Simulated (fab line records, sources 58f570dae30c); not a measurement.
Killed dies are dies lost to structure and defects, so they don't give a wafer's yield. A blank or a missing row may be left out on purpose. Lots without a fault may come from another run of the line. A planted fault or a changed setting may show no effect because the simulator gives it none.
One fault seen from 2 desks | flow berkeley_cmos170 | each desk has only its own numbers; what lay behind them comes last

THE TOOL OWNER'S DESK: litho_track-03
The tool's own readings at UCB170_PWELL_PEB_11: means of the sampled wafers that have a number, for each lot that ran on this tool. A lot is out of limits, marked OUT, if its mean lies more than 4 standard deviations from the usual mean; the brackets give that distance.
Columns: A = heater_power_total_W at UCB170_PWELL_PEB_11, usual 56.80 W; B = plate_temp_C at UCB170_PWELL_PEB_11, usual 130.02 C
lot  | first seen here | A               | B
L309 | day 3 10:31     | 56.74           | 130.19
L311 | day 3 16:11     | 56.77           | 130.00
L310 | day 3 16:28     | 56.78           | 129.98
L312 | day 3 23:50     | 56.87           | 129.85
L314 | day 4 12:55     | 56.78           | 130.05
L313 | day 4 13:23     | 56.81           | 129.99
L315 | day 4 18:34     | 56.82           | 130.03
L316 | day 5 00:59     | 57.68 (+23) OUT | 131.51 (+11) OUT
L319 | day 5 18:11     | 57.63 (+21) OUT | 131.32 (+9.3) OUT
This desk's finding: out of limits on L316, L319; first on L316, day 5 00:59 (heater_power_total_W at UCB170_PWELL_PEB_11). In limits: L309, L311, L310, L312, L314, L313, L315.

THE METROLOGY DESK
What the gauges read, lot by lot, whatever tool the lot ran on: means of the sampled wafers that have a number. A lot is out of limits, marked OUT, if its mean lies more than 4 standard deviations from the usual mean; the brackets give that distance.
Columns: A = NWELL_OXIDE_THK at UCB170_NWELL_THK_MEAS_02, usual 26.3 nm; B = PWELL_OVL at UCB170_PWELL_OVL_MEAS_13, usual 0 nm; C = PFIELD_TW at UCB170_PFIELD_TW_MEAS_09, usual 604
lot  | first seen here | A    | B  | C
L309 | day 2 05:04     | 26.2 | 5  | 602
L310 | day 2 14:18     | 26.6 | -1 | 607
L311 | day 2 14:18     | 25.8 | -4 | 595
L312 | day 2 18:37     | 26.3 | 4  | 604
L313 | day 3 02:32     | 27.0 | -4 | 611
L314 | day 3 02:34     | 26.6 | -0 | 610
L315 | day 3 11:21     | 26.2 | 0  | 606
L316 | day 3 19:42     | 26.0 | -2 | 608
L319 | day 4 07:24     | 26.5 | 4  | 603
L329 | day 6 12:12     | 25.9 | 4  | 603
L328 | day 6 12:13     | 26.5 | 1  | 602
L331 | day 6 17:10     | 25.9 | 3  | 607
L330 | day 6 17:11     | 26.4 | -3 | 607
L332 | day 6 20:19     | 26.1 | -2 | 594
This desk's finding: nothing out of limits on any of the 14 lots.

PUT TOGETHER
The tool owner's desk could have raised an alarm at day 5 00:59, on L316, L319.
The metrology desk saw nothing out of limits.
The metrology desk has L316, L319 on record, within its limits.
Of the lots named, all ran UCB170_PWELL_PEB_11 on litho_track-03.

WHAT THE SIMULATOR HAD PUT IN
Process parameter drift: litho_track-03, from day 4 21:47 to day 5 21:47, at UCB170_PWELL_PEB_11. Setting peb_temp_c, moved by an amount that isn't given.
Lots struck among those shown: L316, L319.
Hours from the fault's start to each desk's first reading out of limits: the tool owner's desk, 3.
